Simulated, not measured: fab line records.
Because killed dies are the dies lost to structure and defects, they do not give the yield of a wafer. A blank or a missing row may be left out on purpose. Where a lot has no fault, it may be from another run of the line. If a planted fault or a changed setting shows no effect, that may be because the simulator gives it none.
fab line records    flow rit_cmos
[record] lots = 5  wafers = 15  last_day = 6
route steps=202 shown NWELL@35 PWELL@39 WELLDRIVE@50 NRETRO@53 PRETRO@64
lots that met no fault: from a run of the same line without faults
start_h: hours from the record's first day to the start of the lot's first wafer shown    wait_h: time in hours since the lot's previous step    " same as the row above    L1.1+2: one row covering several wafers at once    - value missing, or start not given    * or withheld: withheld    < > ~ a bound
route shown NAME@n: names a module that has steps shown in the file, with the first one's number in the route    usual: the fault-free wafers' mean and standard deviation    same: alike in all rows    chamber/n: place in a boat    sites: each site's reading    _std_site: how widely they spread, as a standard deviation    _edge_site: inner sites' mean taken away from outer sites' mean    radius_mm: how far each site lies from the wafer's centre    mask NAME#n: copy n    behind: the tool/chamber that last shaped the wafer    hold: why the lot went on hold/how many hours it stayed there/how the hold came to an end    device: the transistor (n, p or np) that didn't switch    end of line: tests of these same wafers at the route's end    step lacking rows: just its recipe    killed: at the first sort, the dies lost to defects and structure; wafer yield is something else    map: a wafer's dies, marking killed ones x, the rest . and places with no die _
set.NAME: the setting that was run; set.NAME@STEP: the one run at that earlier step    model.NAME: the simulator's own value behind a step, which no gauge read
lots seen at some steps along the route; tables by step, rows by wafer
services: from which hour (start_h, from the record's first day; less than 0 if before it) a tool's chamber was out of use, for how many hours, and why
[[steps]]
[step RIT_NWELL_HARDBAKE_07]
[recipe] resist = NOVOLAK  temp_c = 140  time_s = 120
lot.wafer   tool            chamber  start_h  wait_h
L074.1+3+6  litho_track-01  0        20.31    0.0
L076.2+3+5  litho_track-01  0        31.65    0.1
L078.1+5+6  litho_track-04  0        41.72    0.0
L088.4+5+6  litho_track-01  0        92.09    0.1
L090.3+5+6  litho_track-01  0        100.51   0.1
[step RIT_NWELL_IMPLANT_08]
[recipe] species = P  energy_kev = 168.3  dose_cm2 = 5e+13  tilt_deg = 7
[usual] dose_ions_cm2 = 5e+13/5.3e+10  faraday_current_uA = 159.0/3  tilt_deg = 6.999/0.021
lot.wafer  tool          chamber  start_h  wait_h  dose_ions_cm2  faraday_current_uA  tilt_deg
L074.1     implanter-04  0        20.56    0.2     5.005e+13      162.9               6.997
L074.3     "             0        "        "       5.002e+13      157.8               7.020
L074.6     "             0        "        "       4.996e+13      154.8               7.030
L076.2     implanter-03  0        31.88    0.2     5.005e+13      157.4               6.997
L076.3     "             0        "        "       4.993e+13      158.4               6.993
L076.5     "             0        "        "       4.992e+13      162.7               6.973
L078.1     implanter-03  0        41.97    0.2     4.999e+13      154.6               6.983
L078.5     "             0        "        "       4.988e+13      157.8               6.967
L078.6     "             0        "        "       5.004e+13      155.9               6.988
L088.4     implanter-04  0        92.29    0.2     4.99e+13       164.4               6.991
L088.5     "             0        "        "       5.001e+13      154.1               6.998
L088.6     "             0        "        "       4.997e+13      159.6               6.976
L090.3     implanter-02  0        100.72   0.2     4.995e+13      155.1               6.991
L090.5     "             0        "        "       4.994e+13      158.0               6.999
L090.6     "             0        "        "       5e+13          159.3               6.982
[step RIT_NWELL_STRIP_09]
[recipe] chemistry = O2  time_s = 180  resist = NOVOLAK  platen_temp_c = withheld  power_w = 500  pressure_mtorr = 4000  o2_flow_sccm = 4000
[usual] drypump_motor_current_A = 5.6/0.52
lot.wafer  tool             chamber  start_h  wait_h  drypump_motor_current_A  rf_hours_counter_h
L074.1     plasma_asher-01  1        20.71    0.1     5.6                      39
L074.3     "                1        "        "       5.6                      -
L074.6     "                1        "        "       5.6                      -
L076.2     plasma_asher-02  1        32.01    0.1     4.9                      31
L076.3     "                1        "        "       4.9                      -
L076.5     "                0        "        "       6.3                      -
L078.1     plasma_asher-04  0        42.12    0.1     5.2                      28
L078.5     "                0        "        "       5.2                      -
L078.6     "                1        "        "       5.6                      -
L088.4     plasma_asher-02  0        92.42    0.1     6.3                      -
L088.5     "                0        "        "       6.3                      -
L088.6     "                1        "        "       4.9                      -
L090.3     plasma_asher-01  0        100.88   0.1     5.6                      -
L090.5     "                1        "        "       5.6                      -
L090.6     "                0        "        "       5.6                      -
[step RIT_NWELL_TW_MEAS_10]
[usual] NWELL_TW = 2130/10
lot.wafer  tool           chamber  start_h  wait_h  NWELL_TW
L074.1     film_metro-03  -        20.88    0.1     2118
L074.3     "              -        "        "       2116
L074.6     "              -        "        "       2120
L076.2     film_metro-04  -        32.19    0.1     2138
L076.3     "              -        "        "       2129
L076.5     "              -        "        "       2132
L078.1     film_metro-04  -        42.29    0.1     2124
L078.5     "              -        "        "       2131
L078.6     "              -        "        "       2122
L088.4     film_metro-01  -        92.57    0.1     2127
L088.5     "              -        "        "       2139
L088.6     "              -        "        "       2124
L090.3     film_metro-01  -        101.02   0.1     2134
L090.5     "              -        "        "       2116
L090.6     "              -        "        "       2118
[step RIT_PWELL_HMDS_00]
[recipe] prime_time_s = 60  prime_temp_c = 140
lot.wafer   tool            chamber  start_h  wait_h
L074.1+3+6  litho_track-02  0        20.94    0.1
L076.2+3+5  litho_track-01  0        32.27    0.1
L078.1+5+6  litho_track-01  0        42.41    0.1
L088.4+5+6  litho_track-03  0        92.68    0.1
L090.3+5+6  litho_track-02  0        101.31   0.3
[step RIT_PWELL_COAT_01]
[recipe] resist = NOVOLAK  spin_rpm = 2000  resist_thk_nm = 1300
lot.wafer   tool            chamber  start_h  wait_h
L074.1+3+6  litho_track-02  0        21.09    0.1
L076.2+3+5  litho_track-01  0        32.42    0.1
L078.1+5+6  litho_track-01  0        42.56    0.1
L088.4+5+6  litho_track-03  0        92.83    0.1
L090.3+5+6  litho_track-02  0        101.46   0.1
[step RIT_PWELL_SOFTBAKE_02]
[recipe] resist = NOVOLAK  temp_c = 90  time_s = 60
lot.wafer   tool            chamber  start_h  wait_h
L074.1+3+6  litho_track-02  0        21.24    0.1
L076.2+3+5  litho_track-01  0        32.57    0.1
L078.1+5+6  litho_track-01  0        42.71    0.1
L088.4+5+6  litho_track-03  0        92.98    0.1
L090.3+5+6  litho_track-02  0        101.61   0.1
[step RIT_PWELL_EXPOSE_03]
[recipe] mask_id = M3  na = 0.57  target_cd_nm = 43700  dose_mj = 250
lot.wafer   tool              chamber  start_h  wait_h  mask
L074.1+3+6  iline_stepper-02  0        21.40    0.1     M3#0
L076.2+3+5  iline_stepper-01  0        32.83    0.2     M3#0
L078.1+5+6  iline_stepper-02  0        42.98    0.2     M3#0
L088.4+5+6  iline_stepper-02  0        93.23    0.2     M3#0
L090.3+5+6  iline_stepper-01  0        101.75   0.1     M3#0
[step RIT_PWELL_PEB_04]
[recipe] resist = NOVOLAK  temp_c = withheld  time_s = withheld
lot.wafer   tool            chamber  start_h  wait_h
L074.1+3+6  litho_track-01  0        21.52    0.1
L076.2+3+5  litho_track-02  0        32.96    0.1
L078.1+5+6  litho_track-01  0        43.10    0.1
L088.4+5+6  litho_track-02  0        93.47    0.2
L090.3+5+6  litho_track-03  0        101.88   0.1
[step RIT_PWELL_DEVELOP_05]
[recipe] resist = NOVOLAK  develop_time_s = 68  dev_temp_c = 23
[same] develop_time_s = 68
lot.wafer   tool            chamber  start_h  wait_h
L074.1+3+6  litho_track-01  0        -        -
L076.2+3+5  litho_track-02  0        -        -
L078.1+5+6  litho_track-01  0        -        -
L088.4+5+6  litho_track-02  0        -        -
L090.3+5+6  litho_track-03  0        -        -
[step RIT_PWELL_OVL_MEAS_06]
[usual] PWELL_OVL = -1.7/1.7
lot.wafer  tool        chamber  start_h  wait_h  PWELL_OVL[nm]
L074.1     overlay-01  -        21.83    -       1.5
L074.3     "           -        "        "       0.3
L074.6     "           -        "        "       1.6
L076.2     overlay-01  -        33.25    -       1.2
L076.3     "           -        "        "       0.8
L076.5     "           -        "        "       2.0
L078.1     overlay-02  -        43.41    -       -0.2
L078.5     "           -        "        "       1.2
L078.6     "           -        "        "       0.2
L088.4     overlay-01  -        93.72    -       -1.3
L088.5     "           -        "        "       -1.3
L088.6     "           -        "        "       -1.0
L090.3     overlay-02  -        102.15   -       -2.0
L090.5     "           -        "        "       -2.1
L090.6     "           -        "        "       -2.5
[step RIT_PWELL_HARDBAKE_07]
[recipe] resist = NOVOLAK  temp_c = 140  time_s = 120
lot.wafer   tool            chamber  start_h  wait_h
L074.1+3+6  litho_track-02  0        21.87    0.0
L076.2+3+5  litho_track-01  0        33.32    0.1
L078.1+5+6  litho_track-02  0        43.45    0.0
L088.4+5+6  litho_track-01  0        94.09    0.4
L090.3+5+6  litho_track-01  0        102.29   0.1
[step RIT_PWELL_IMPLANT_08]
[recipe] species = B  energy_kev = 172.5  dose_cm2 = 7e+13  tilt_deg = 7
[usual] dose_ions_cm2 = 6.999e+13/8.2e+10  faraday_current_uA = 221/4.6  tilt_deg = 7.004/0.02
lot.wafer  tool          chamber  start_h  wait_h  dose_ions_cm2  faraday_current_uA  tilt_deg
L074.1     implanter-03  0        22.12    0.2     7.005e+13      227                 6.947
L074.3     "             0        "        "       7.015e+13      218                 6.966
L074.6     "             0        "        "       7.006e+13      223                 6.997
L076.2     implanter-04  0        33.56    0.2     6.992e+13      215                 7.016
L076.3     "             0        "        "       6.982e+13      220                 7.036
L076.5     "             0        "        "       6.999e+13      222                 7.018
L078.1     implanter-03  0        43.70    0.2     6.992e+13      218                 7.002
L078.5     "             0        "        "       7.002e+13      223                 7.013
L078.6     "             0        "        "       6.998e+13      212                 6.991
L088.4     implanter-03  0        94.29    0.2     6.993e+13      225                 7.008
L088.5     "             0        "        "       6.993e+13      223                 7.009
L088.6     "             0        "        "       7.004e+13      223                 7.000
L090.3     implanter-03  0        102.51   0.2     6.988e+13      224                 7.008
L090.5     "             0        "        "       6.998e+13      216                 6.990
L090.6     "             0        "        "       7.016e+13      224                 7.010
[step RIT_PWELL_STRIP_09]
[recipe] chemistry = O2  time_s = 180  resist = NOVOLAK  platen_temp_c = withheld  power_w = 500  pressure_mtorr = 4000  o2_flow_sccm = 4000
[usual] drypump_motor_current_A = 5.5/0.51
lot.wafer  tool             chamber  start_h  wait_h  drypump_motor_current_A  rf_hours_counter_h
L074.1     plasma_asher-03  1        22.27    0.1     6.0                      40
L074.3     "                0        "        "       5.1                      -
L074.6     "                0        "        "       5.1                      -
L076.2     plasma_asher-04  1        33.68    0.1     5.6                      27
L076.3     "                1        "        "       5.6                      -
L076.5     "                0        "        "       5.2                      -
L078.1     plasma_asher-03  1        43.85    0.1     6.1                      42
L078.5     "                1        "        "       6.0                      -
L078.6     "                0        "        "       5.1                      -
L088.4     plasma_asher-04  0        94.43    0.1     5.2                      -
L088.5     "                1        "        "       5.6                      -
L088.6     "                0        "        "       5.2                      -
L090.3     plasma_asher-03  0        102.67   0.1     5.2                      -
L090.5     "                0        "        "       5.2                      -
L090.6     "                1        "        "       6.1                      -
[step RIT_PWELL_TW_MEAS_10]
[usual] PWELL_TW = 947/4.6
lot.wafer  tool           chamber  start_h  wait_h  PWELL_TW
L074.1     film_metro-01  -        22.44    0.1     941
L074.3     "              -        "        "       946
L074.6     "              -        "        "       942
L076.2     film_metro-01  -        33.87    0.1     946
L076.3     "              -        "        "       944
L076.5     "              -        "        "       940
L078.1     film_metro-01  -        44.02    0.1     947
L078.5     "              -        "        "       952
L078.6     "              -        "        "       947
L088.4     film_metro-04  -        94.57    0.1     950
L088.5     "              -        "        "       949
L088.6     "              -        "        "       950
L090.3     film_metro-04  -        102.80   0.1     960
L090.5     "              -        "        "       955
L090.6     "              -        "        "       959
[step RIT_WELLDRIVE_ANNEAL_00]
[recipe] temp_c = 1100  time_s = 14700  ambient = N2
lot.wafer   tool        chamber  start_h  wait_h
L074.1+3+6  furnace-03  0        22.50    0.1
L076.2+3+5  furnace-03  0        33.92    0.0
L078.1+5+6  furnace-01  0        44.08    0.1
L088.4+5+6  furnace-04  0        94.60    0.0
L090.3+5+6  furnace-04  0        102.84   0.0
[step RIT_WELLDRIVE_RS_MEAS_01]
[recipe] thk_meas_gauge = four-point-probe
[usual] NWELL_RS = 275.8/0.85
lot.wafer  tool           chamber  start_h  wait_h  NWELL_RS[ohm/sq]
L074.1     film_metro-01  -        27.59    0.0     276.2
L074.3     "              -        "        "       276.2
L074.6     "              -        "        "       276.6
L076.2     film_metro-01  -        39.02    0.0     275.5
L076.3     "              -        "        "       274.2
L076.5     "              -        "        "       274.8
L078.1     film_metro-03  -        49.17    0.0     275.9
L078.5     "              -        "        "       275.4
L078.6     "              -        "        "       275.0
L088.4     film_metro-01  -        99.75    0.1     275.1
L088.5     "              -        "        "       274.2
L088.6     "              -        "        "       275.1
L090.3     film_metro-04  -        107.97   0.0     275.1
L090.5     "              -        "        "       275.9
L090.6     "              -        "        "       276.0
[step RIT_WELLDRIVE_RS_MEAS_02]
[recipe] thk_meas_gauge = four-point-probe
[usual] PWELL_RS = 429.0/1.3
lot.wafer  tool           chamber  start_h  wait_h  PWELL_RS[ohm/sq]
L074.1     film_metro-01  -        27.71    0.1     428.2
L074.3     "              -        "        "       427.6
L074.6     "              -        "        "       428.9
L076.2     film_metro-01  -        39.14    0.1     431.6
L076.3     "              -        "        "       432.1
L076.5     "              -        "        "       432.2
L078.1     film_metro-03  -        49.29    0.1     428.5
L078.5     "              -        "        "       428.9
L078.6     "              -        "        "       429.0
L088.4     film_metro-01  -        99.87    0.1     429.2
L088.5     "              -        "        "       428.4
L088.6     "              -        "        "       428.1
L090.3     film_metro-04  -        108.09   0.1     426.9
L090.5     "              -        "        "       428.0
L090.6     "              -        "        "       426.9
[step RIT_NRETRO_HMDS_00]
[recipe] prime_time_s = 60  prime_temp_c = 140
lot.wafer   tool            chamber  start_h  wait_h
L074.1+3+6  litho_track-02  0        27.83    0.1
L076.2+3+5  litho_track-04  0        39.26    0.1
L078.1+5+6  litho_track-02  0        49.41    0.1
L088.4+5+6  litho_track-04  0        100.00   0.1
L090.3+5+6  litho_track-03  0        108.22   0.1
[step RIT_NRETRO_COAT_01]
[recipe] resist = NOVOLAK  spin_rpm = 2000  resist_thk_nm = 1300
lot.wafer   tool            chamber  start_h  wait_h
L074.1+3+6  litho_track-02  0        27.98    0.1
L076.2+3+5  litho_track-04  0        39.41    0.1
L078.1+5+6  litho_track-02  0        49.56    0.1
L088.4+5+6  litho_track-04  0        100.15   0.1
L090.3+5+6  litho_track-03  0        108.37   0.1
[step RIT_NRETRO_SOFTBAKE_02]
[recipe] resist = NOVOLAK  temp_c = 90  time_s = 60
lot.wafer   tool            chamber  start_h  wait_h
L074.1+3+6  litho_track-02  0        28.13    0.1
L076.2+3+5  litho_track-04  0        39.56    0.1
L078.1+5+6  litho_track-02  0        49.71    0.1
L088.4+5+6  litho_track-04  0        100.30   0.1
L090.3+5+6  litho_track-03  0        108.52   0.1
[step RIT_NRETRO_EXPOSE_03]
[recipe] mask_id = M4  na = 0.57  target_cd_nm = 43900  dose_mj = 250
lot.wafer   tool              chamber  start_h  wait_h  mask
L074.1+3+6  iline_stepper-01  0        28.28    0.1     M4#0
L076.2+3+5  iline_stepper-02  0        39.71    0.1     M4#0
L078.1+5+6  iline_stepper-02  0        49.86    0.1     M4#0
L088.4+5+6  iline_stepper-01  0        100.56   0.2     M4#0
L090.3+5+6  iline_stepper-01  0        108.66   0.1     M4#0
[step RIT_NRETRO_PEB_04]
[recipe] resist = NOVOLAK  temp_c = withheld  time_s = withheld
lot.wafer   tool            chamber  start_h  wait_h
L074.1+3+6  litho_track-02  0        28.39    0.1
L076.2+3+5  litho_track-04  0        39.83    0.1
L078.1+5+6  litho_track-03  0        49.97    0.1
L088.4+5+6  litho_track-04  0        100.69   0.1
L090.3+5+6  litho_track-03  0        108.78   0.1
[step RIT_NRETRO_DEVELOP_05]
[recipe] resist = NOVOLAK  develop_time_s = 68  dev_temp_c = 23
[same] develop_time_s = 68
lot.wafer   tool            chamber  start_h  wait_h
L074.1+3+6  litho_track-02  0        -        -
L076.2+3+5  litho_track-04  0        -        -
L078.1+5+6  litho_track-03  0        -        -
L088.4+5+6  litho_track-04  0        -        -
L090.3+5+6  litho_track-03  0        -        -
[step RIT_NRETRO_OVL_MEAS_06]
[usual] NRETRO_OVL = 0.2/1.5
lot.wafer  tool        chamber  start_h  wait_h  NRETRO_OVL[nm]
L074.1     overlay-02  -        28.71    -       -0.4
L074.3     "           -        "        "       -2.1
L074.6     "           -        "        "       -0.8
L076.2     overlay-02  -        40.13    -       -2.0
L076.3     "           -        "        "       0.8
L076.5     "           -        "        "       2.3
L078.1     overlay-02  -        50.29    -       0.4
L078.5     "           -        "        "       -0.4
L078.6     "           -        "        "       0.1
L088.4     overlay-01  -        100.95   -       0.2
L088.5     "           -        "        "       0.5
L088.6     "           -        "        "       1.0
L090.3     overlay-01  -        109.06   -       2.8
L090.5     "           -        "        "       0.5
L090.6     "           -        "        "       1.7
[step RIT_NRETRO_HARDBAKE_07]
[recipe] resist = NOVOLAK  temp_c = 140  time_s = 120
lot.wafer   tool            chamber  start_h  wait_h
L074.1+3+6  litho_track-02  0        28.86    0.1
L076.2+3+5  litho_track-03  0        40.20    0.1
L078.1+5+6  litho_track-04  0        50.32    0.0
L088.4+5+6  litho_track-03  0        101.24   0.3
L090.3+5+6  litho_track-03  0        109.17   0.1
[step RIT_NRETRO_IMPLANT_08]
[recipe] species = P  energy_kev = 70  dose_cm2 = 1e+13  tilt_deg = 7.164
[usual] dose_ions_cm2 = 1.0001e+13/1.1e+10  faraday_current_uA = 31.8/0.67  tilt_deg = 7.159/0.02
lot.wafer  tool          chamber  start_h  wait_h  dose_ions_cm2  faraday_current_uA  tilt_deg
L074.1     implanter-02  0        29.13    0.2     1.0005e+13     30.8                7.156
L074.3     "             0        "        "       1.0016e+13     31.9                7.148
L074.6     "             0        "        "       9.993e+12      32.3                7.144
L076.2     implanter-03  0        40.43    0.2     9.988e+12      31.3                7.152
L076.3     "             0        "        "       9.993e+12      32.2                7.192
L076.5     "             0        "        "       9.994e+12      32.6                7.186
L078.1     implanter-02  0        50.57    0.2     9.994e+12      32.3                7.126
L078.5     "             0        "        "       9.976e+12      31.3                7.143
L078.6     "             0        "        "       9.987e+12      31.6                7.117
L088.4     implanter-03  0        101.44   0.2     9.999e+12      32.1                7.162
L088.5     "             0        "        "       9.996e+12      29.6                7.164
L088.6     "             0        "        "       1.0005e+13     32.3                7.149
L090.3     implanter-02  0        109.38   0.2     1.0009e+13     31.7                7.162
L090.5     "             0        "        "       1.0014e+13     32.1                7.144
L090.6     "             0        "        "       1.0008e+13     30.2                7.140
[step RIT_NRETRO_STRIP_09]
[recipe] chemistry = O2  time_s = 180  resist = NOVOLAK  platen_temp_c = withheld  power_w = 500  pressure_mtorr = 4000  o2_flow_sccm = 4000
[usual] drypump_motor_current_A = 5.5/0.31
lot.wafer  tool             chamber  start_h  wait_h  drypump_motor_current_A  rf_hours_counter_h
L074.1     plasma_asher-03  1        29.28    0.1     6.0                      41
L074.3     "                0        "        "       5.1                      -
L074.6     "                0        "        "       5.1                      -
L076.2     plasma_asher-03  1        40.56    0.1     6.1                      42
L076.3     "                1        "        "       6.1                      -
L076.5     "                0        "        "       5.2                      -
L078.1     plasma_asher-01  1        50.72    0.1     5.6                      43
L078.5     "                0        "        "       5.6                      -
L078.6     "                1        "        "       5.6                      -
L088.4     plasma_asher-03  0        101.58   0.1     5.2                      -
L088.5     "                1        "        "       6.0                      -
L088.6     "                0        "        "       5.1                      -
L090.3     plasma_asher-01  0        109.54   0.1     5.6                      -
L090.5     "                0        "        "       5.6                      -
L090.6     "                1        "        "       5.6                      -
[step RIT_NRETRO_TW_MEAS_10]
[usual] NRETRO_TW = 1048/5
lot.wafer  tool           chamber  start_h  wait_h  NRETRO_TW
L074.1     film_metro-03  -        29.46    0.1     1040
L074.3     "              -        "        "       1042
L074.6     "              -        "        "       1042
L076.2     film_metro-03  -        40.74    0.1     1043
L076.3     "              -        "        "       1044
L076.5     "              -        "        "       1050
L078.1     film_metro-03  -        50.90    0.1     1040
L078.5     "              -        "        "       1043
L078.6     "              -        "        "       1042
L088.4     film_metro-04  -        101.72   0.1     1057
L088.5     "              -        "        "       1060
L088.6     "              -        "        "       1054
L090.3     film_metro-02  -        109.68   0.1     1051
L090.5     "              -        "        "       1054
L090.6     "              -        "        "       1052
[step RIT_PRETRO_HMDS_00]
[recipe] prime_time_s = 60  prime_temp_c = 140
lot.wafer   tool            chamber  start_h  wait_h
L074.1+3+6  litho_track-02  0        29.52    0.1
L076.2+3+5  litho_track-04  0        40.82    0.1
L078.1+5+6  litho_track-04  0        50.96    0.1
L088.4+5+6  litho_track-04  0        101.98   0.2
L090.3+5+6  litho_track-01  0        109.77   0.1
[step RIT_PRETRO_COAT_01]
[recipe] resist = NOVOLAK  spin_rpm = 2000  resist_thk_nm = 1300
lot.wafer   tool            chamber  start_h  wait_h
L074.1+3+6  litho_track-02  0        29.67    0.1
L076.2+3+5  litho_track-04  0        40.97    0.1
L078.1+5+6  litho_track-04  0        51.11    0.1
L088.4+5+6  litho_track-04  0        102.13   0.1
L090.3+5+6  litho_track-01  0        109.92   0.1
[step RIT_PRETRO_SOFTBAKE_02]
[recipe] resist = NOVOLAK  temp_c = 90  time_s = 60
lot.wafer   tool            chamber  start_h  wait_h
L074.1+3+6  litho_track-02  0        29.82    0.1
L076.2+3+5  litho_track-04  0        41.12    0.1
L078.1+5+6  litho_track-04  0        51.26    0.1
L088.4+5+6  litho_track-04  0        102.28   0.1
L090.3+5+6  litho_track-01  0        110.07   0.1
[[services]]
tool              chamber  start_h  hours  kind
furnace-01        -        3.26     5.2    repair
implanter-02      -        4.79     1.0    repair
furnace-03        -        16.41    4.8    repair
iline_stepper-02  -        17.27    1.7    pm
implanter-03      -        26.50    4.9    repair
plasma_asher-01   -        27.66    2.8    pm
plasma_asher-01   -        31.34    1.6    repair
furnace-04        -        36.10    3.3    pm
furnace-03        -        44.08    3.6    pm
furnace-04        -        56.54    5.5    pm
implanter-04      -        70.29    3.6    pm
plasma_asher-01   -        83.32    14.6   pm
implanter-04      -        105.84   5.2    repair
plasma_asher-02   -        108.75   9.0    pm
plasma_asher-02   0        108.75   9.0    vent_cycle
plasma_asher-02   1        108.75   9.0    vent_cycle
[[key]]
fault none
